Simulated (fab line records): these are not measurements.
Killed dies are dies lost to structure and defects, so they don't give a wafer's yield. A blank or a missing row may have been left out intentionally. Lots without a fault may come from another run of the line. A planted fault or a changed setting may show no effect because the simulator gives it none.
Chamber matching / flow berkeley cmos170 / UCB170_V1_CMP_02 on cmp-02: 4 sister chambers
The step polishes SiO2. 4 wafers are shown with their chamber, then 7 later ones without.

## EACH WAFER AND ITS CHAMBER
wafer=L430.5; chamber=0; motor current A (A)=20.5
wafer=L432.6; chamber=2; motor current A (A)=16.5
wafer=L434.2; chamber=3; motor current A (A)=14.3
wafer=L434.5; chamber=1; motor current A (A)=16.1

## WAFERS WITHOUT THEIR CHAMBER
wafer=L434.6; motor current A (A)=20.2
wafer=L444.2; motor current A (A)=22.0
wafer=L444.3; motor current A (A)=14.6
wafer=L444.4; motor current A (A)=17.1
wafer=L445.2; motor current A (A)=19.6
wafer=L445.4; motor current A (A)=14.2
wafer=L445.5; motor current A (A)=15.3

## EACH ONE'S CHAMBER
wafer=L434.6; from the rows above=0; in truth=0
wafer=L444.2; from the rows above=0; in truth=0
wafer=L444.3; from the rows above=can't be placed: 3 or 1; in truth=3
wafer=L444.4; from the rows above=can't be placed: 2 or 1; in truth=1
wafer=L445.2; from the rows above=0; in truth=0
wafer=L445.4; from the rows above=3; in truth=3
wafer=L445.5; from the rows above=can't be placed: 1 or 3 or 2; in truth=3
Correctly placed: 4 of 7. Cannot be placed on the basis of these rows: 3; the candidates contain the true chamber in 3. Number placed wrongly: 0.
How it was worked out, from the rows above alone: a wafer's distance from a chamber is the root of the sum, over the readings, of the square of ((its reading less the chamber's mean) divided by the reading's scatter). The wafer belongs to the nearest chamber; if the next one is less than 2 further off, it can't be placed. Each chamber's mean is taken over the wafers shown for it. The scatter (one wafer shown for each chamber): square how far every hidden wafer sits from the nearest shown wafer, average those squares and take the square root.
